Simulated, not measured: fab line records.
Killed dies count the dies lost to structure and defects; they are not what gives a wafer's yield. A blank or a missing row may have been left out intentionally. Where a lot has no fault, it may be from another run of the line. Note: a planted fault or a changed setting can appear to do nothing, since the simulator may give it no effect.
Which tool is to blame? + flow rit_cmos + 42 wafers sampled from 14 lots at 1 step of a route of 202

WHAT THE GAUGES READ, wafer by wafer
The record holds no reading of a measuring or inspecting step that can be judged against a usual standard deviation.

TOOL THAT RAN EACH LOT (tool first, then ch and the chambers of the sampled wafers, then the start)
| lot  | RIT_M1_DEVELOP_08                |
|------|----------------------------------|
| L991 | litho_track-04 ch 0, day 3 10:00 |
| L993 | litho_track-01 ch 0, day 3 21:00 |
| L995 | litho_track-01 ch 0, day 4 02:00 |
| L997 | litho_track-01 ch 0, day 4 13:00 |
| L998 | litho_track-04 ch 0, day 4 18:00 |
| L999 | litho_track-01 ch 0, day 5 00:00 |
| L101 | litho_track-04 ch 0, day 5 07:00 |
| L102 | litho_track-03 ch 0, day 5 16:00 |
| L104 | litho_track-01 ch 0, day 6 00:00 |
| L105 | litho_track-04 ch 0, day 6 06:00 |
| L106 | litho_track-04, day 6 09:00      |
| L107 | litho_track-03, day 6 13:00      |
| L108 | litho_track-03 ch 0, day 6 18:00 |
| L109 | litho_track-03 ch 0, day 7 05:00 |
- RIT_M1_DEVELOP_08: develop time 68 s.

WHAT THE TOOLS THEMSELVES READ (means of the sampled wafers that have a number; where no wafer has one, the mark that the record gives instead)
RIT_M1_DEVELOP_08.
| lot  | tool           | chill_plate_temp_C (C) | exhaust_pa (Pa) |
|------|----------------|------------------------|-----------------|
| L991 | litho_track-04 | 22.91                  | 43.9            |
| L993 | litho_track-01 | 22.90                  | 45.1            |
| L995 | litho_track-01 | 22.92                  | 45.7            |
| L997 | litho_track-01 | 22.97                  | 44.8            |
| L998 | litho_track-04 | 23.04                  | 45.3            |
| L999 | litho_track-01 | 23.11                  | 45.3            |
| L101 | litho_track-04 | 23.00                  | 45.0            |
| L102 | litho_track-03 | 22.90                  | 44.5            |
| L104 | litho_track-01 | 22.93                  | 45.0            |
| L105 | litho_track-04 | 22.92                  | 44.1            |
| L106 | litho_track-04 | -                      | -               |
| L107 | litho_track-03 | -                      | -               |
| L108 | litho_track-03 | 23.01                  | 43.7            |
| L109 | litho_track-03 | 22.97                  | 44.5            |

THE ANSWER, worked out from the rows above alone
Rule: the usual values come from the lots themselves. Put in order of their means at a reading, lots are off if they are a third of the lots or fewer, leave a main group of 4 or more, and stand apart from it by a gap of 3 or more times the standard deviation of the main group's means; of several such gaps the widest counts. The tables above print the reading to a certain number of digits; a main group whose means all agree to those digits is not used. A lot without any number at a reading at which 4 lots or more have one is off too. Any other lot the step has rows for is counted as sound. Order of review: gauges by route order, followed by the tools' own readings, for which a lot's mean as printed above is used. At the first step where some lot is off, the reading lying furthest off is the one used; lots without a number count as furthest.
Off: L106, L107, at RIT_M1_DEVELOP_08 (chill_plate_temp_C). Without a number there: L106, L107. The main group has a mean of 22.96 C with a standard deviation of 0.062.
A tool fits if, at that step or a process step before it, it ran every lot that is off, and no sound lot after the first of them. No candidate that was tried fits.

WHAT THE SIMULATOR PUT IN
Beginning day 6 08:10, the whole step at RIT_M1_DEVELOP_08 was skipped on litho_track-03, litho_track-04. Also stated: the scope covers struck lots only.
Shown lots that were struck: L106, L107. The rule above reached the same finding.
